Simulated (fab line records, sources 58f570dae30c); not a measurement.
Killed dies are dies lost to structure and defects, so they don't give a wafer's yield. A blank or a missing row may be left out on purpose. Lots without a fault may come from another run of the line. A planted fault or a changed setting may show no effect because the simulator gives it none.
Problem report in the 8D (eight disciplines) form, filled by code | flow berkeley_cmos170 | the parts of the form that need people (team, actions taken, sign-off) are left out

1. THE PROBLEM
SILICIDE_TI_RS at UCB170_SILICIDE_RS_MEAS_02 reads a mean of 22.6 ohm/sq on 6 wafers of 2 lots; wafers without a fault read 26.3 ohm/sq with a standard deviation of 0.35. That is -11 standard deviations from the usual mean.
The step: measures by four-point-probe.
First seen on wafer L246.3, day 9 02:58, on film_metro-04. The record holds 42 wafers of 14 lots with a number at this step. Rule for "out", or "out of limits": more than 4 standard deviations from the usual mean. The other wafers with a number count as sound.

2. WHAT IT IS AND WHAT IT IS NOT
question                    | is                           | is not
which readings at this step | SILICIDE_TI_RS               | -
which lots                  | L246, L248                   | L236, L238, L239, L240, L243, L250, L253, L254, L255, L256, L258, L259
which wafers of those lots  | all that have a number       | -
read on which gauges        | film_metro-03, film_metro-04 | film_metro-01
when                        | from day 9 02:58             | up to then (15 sound wafers); but 21 sound wafers of L250, L253, L254, L255, L256, L258, L259 came after

3. SUSPECTS, AND WHAT RULES EACH OUT
Counting: a tool at a process step up to the reading stays a suspect if it ran every lot that is out and no sound lot after the first of them.
- the gauge at UCB170_SILICIDE_RS_MEAS_02: ruled out. The wafers that are out were read on 2 gauges (film_metro-03, film_metro-04).
- plasma_asher-03 at UCB170_PLDD_STRIP_10 (strips in O2): ruled out as a lasting fault. Sound lots L250, L256, L255, L259 ran on it after its first lot that is out, L246 (day 8 12:20).
- plasma_asher-03 at UCB170_PSD_STRIP_09 (strips in O2): ruled out as a lasting fault. Sound lots L250, L253, L255, L259 ran on it after its first lot that is out, L246 (day 8 23:35).
- pvd_sputter-03 at UCB170_SILICIDE_SPUTTER_01 (material Ti, target thk 30 nm, time 25 s): kept. It ran every lot that is out, first L246 (day 9 02:54), and no sound lot after that; its last sound lot up to then is L239 (day 7 02:25).
Left after counting: pvd_sputter-03 at UCB170_SILICIDE_SPUTTER_01.

4. THE CAUSE (what the simulator had put in)
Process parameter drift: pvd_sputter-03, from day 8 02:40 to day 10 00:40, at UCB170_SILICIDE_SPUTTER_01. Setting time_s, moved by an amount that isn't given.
Counting left only this tool.

5. THE CHAIN OF EFFECTS, in route order
Each row: a reading whose mean over the struck wafers that have a number lies more than 3 standard deviations from the usual. Only readings for which the record gives a usual standard deviation are gone through. hours: the time from each lot's start at the first step in this table that gives one to its start at this step, as a median over the lots. sigmas: the change in usual standard deviations.
hours | step                        | reading         | usual       | on struck wafers | change | sigmas
0     | UCB170_SILICIDE_RS_MEAS_02  | SILICIDE_TI_RS  | 26.3 ohm/sq | 22.6             | -3.7   | -11
0     | UCB170_SILICIDE_THK_MEAS_03 | SILICIDE_TI_THK | 29.6 nm     | 33.5             | +3.9   | +11

6. WHAT WOULD HAVE CAUGHT IT SOONER
In this record the first reading out of limits at a measuring or inspecting step was taken at day 9 02:58, 24 hours after the fault began at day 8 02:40.
Of the tool readings at UCB170_SILICIDE_SPUTTER_01 for which the record gives a usual standard deviation, none was out on any struck wafer, so an alarm limit of 4 standard deviations on them would not have fired.
Of the lots that are out (2), L248 began UCB170_SILICIDE_SPUTTER_01 on pvd_sputter-03 after day 9 02:58. A hold on the tool at that time would have spared it.
